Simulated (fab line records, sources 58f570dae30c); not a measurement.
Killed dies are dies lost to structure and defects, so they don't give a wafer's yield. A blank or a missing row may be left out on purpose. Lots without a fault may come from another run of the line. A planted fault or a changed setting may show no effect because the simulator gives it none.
A struck lot beside a sound one | flow berkeley_cmos170 | 14 steps out of a route of 331
Sound: wafers L363.1, L363.2, L363.3. Struck: wafers L370.2, L370.4, L370.5. The cause comes at the end.
At each step with rows: each side's tool, then ch and its chambers, then its first start. Under that, the readings that differ: sound wafers | struck wafers | difference of the means | sigmas: that difference in standard deviations of wafers without a fault.
alike: readings whose means differ by less than 2 such deviations, and words and numbers that are the same on both sides. not compared: withheld readings, readings that some wafer has no value for, bounds like >300 that may hide the same value, and numbers for which the record gives no deviation and whose values overlap.
The two part at a step that has a row with sigmas, a row that says differs or no value, or rows on one side only. Numbers that don't overlap but have no deviation are shown without sigmas and don't part them. A reading that every wafer of one side lacks parts them only if that side has two wafers or more.

first, 1 step without rows for these wafers: UCB170_M1_ANNEAL_14 (time 1200 s).
UCB170_V1_CVD_00: deposits SiO2 from TEOS/O2, target thk 2000 nm, time 250 s.
  sound on pecvd-04 ch 0,1,2, day 9 09:38; struck on pecvd-04 ch 0,1,2, day 11 06:06
  alike: heater_power_w
UCB170_V1_THK_MEAS_01:
  sound on film_metro-02, day 9 09:47; struck on film_metro-02, day 11 06:16
  alike: V1_TEOS_THK
UCB170_V1_CMP_02: polishes SiO2.
  sound on cmp-01 ch 0,2,3, day 9 09:54; struck on cmp-02 ch 2,3, day 11 07:04
  reading          | sound             | struck            | difference | sigmas
  platen_rpm (rpm) | 59.87 59.99 60.02 | 60.03 60.05 60.06 | +0.09      | +2
  alike: edge_zone_pressure_frac, motor_current_A
UCB170_V1_BOW_MEAS_03:
  sound on film_metro-01, day 9 10:09; struck on film_metro-02, day 11 07:23
  alike: V1_BOW
UCB170_V1_THK_MEAS_04:
  sound on film_metro-01, day 9 10:16; struck on film_metro-02, day 11 07:29
  reading              | sound                | struck               | difference | sigmas
  V1_POLISHED_THK (nm) | 1014.9 1016.8 1016.9 | 1011.8 1013.5 1011.9 | -3.8       | -3
then, 6 steps without rows for these wafers: UCB170_V1_CLEAN_05 (cleans in DIW); UCB170_V1_HMDS_06 (prime time 60 s); UCB170_V1_COAT_07 (resist thk 900 nm); UCB170_V1_SOFTBAKE_08 (time 60 s); UCB170_V1_EXPOSE_09 (exposes mask VIA1, target cd 700 nm); UCB170_V1_PEB_10.
UCB170_V1_DEVELOP_11: develop time 45 s.
  sound on litho_track-03 ch 0, day 9 13:00; struck on litho_track-04, day 11 09:00
  no value came back on the struck wafers for chill_plate_temp_C (C), develop_time_s (s); on the sound wafers chill_plate_temp_C (C) reads 23.03 22.82 23.09
  reading                             | sound           | struck            | difference | sigmas
  model.KrF_of_V1_COAT_07.thk_nm (nm) | 882.3 882.7 884 | 901.8 899.3 902.1 | +18.1      |
UCB170_V1_CD_MEAS_12: target cd 700 nm.
  sound on cd_sem-02, day 9 13:26; struck on cd_sem-01, day 11 09:50
  reading    | sound             | struck | difference                    | sigmas
  cd_nm (nm) | 698.7 701.1 698.4 | - - -  | no value on the struck wafers |

WHERE THEY PART
First at UCB170_V1_CMP_02; last, within this record, at UCB170_V1_CD_MEAS_12.

WHY: what the simulator had put in
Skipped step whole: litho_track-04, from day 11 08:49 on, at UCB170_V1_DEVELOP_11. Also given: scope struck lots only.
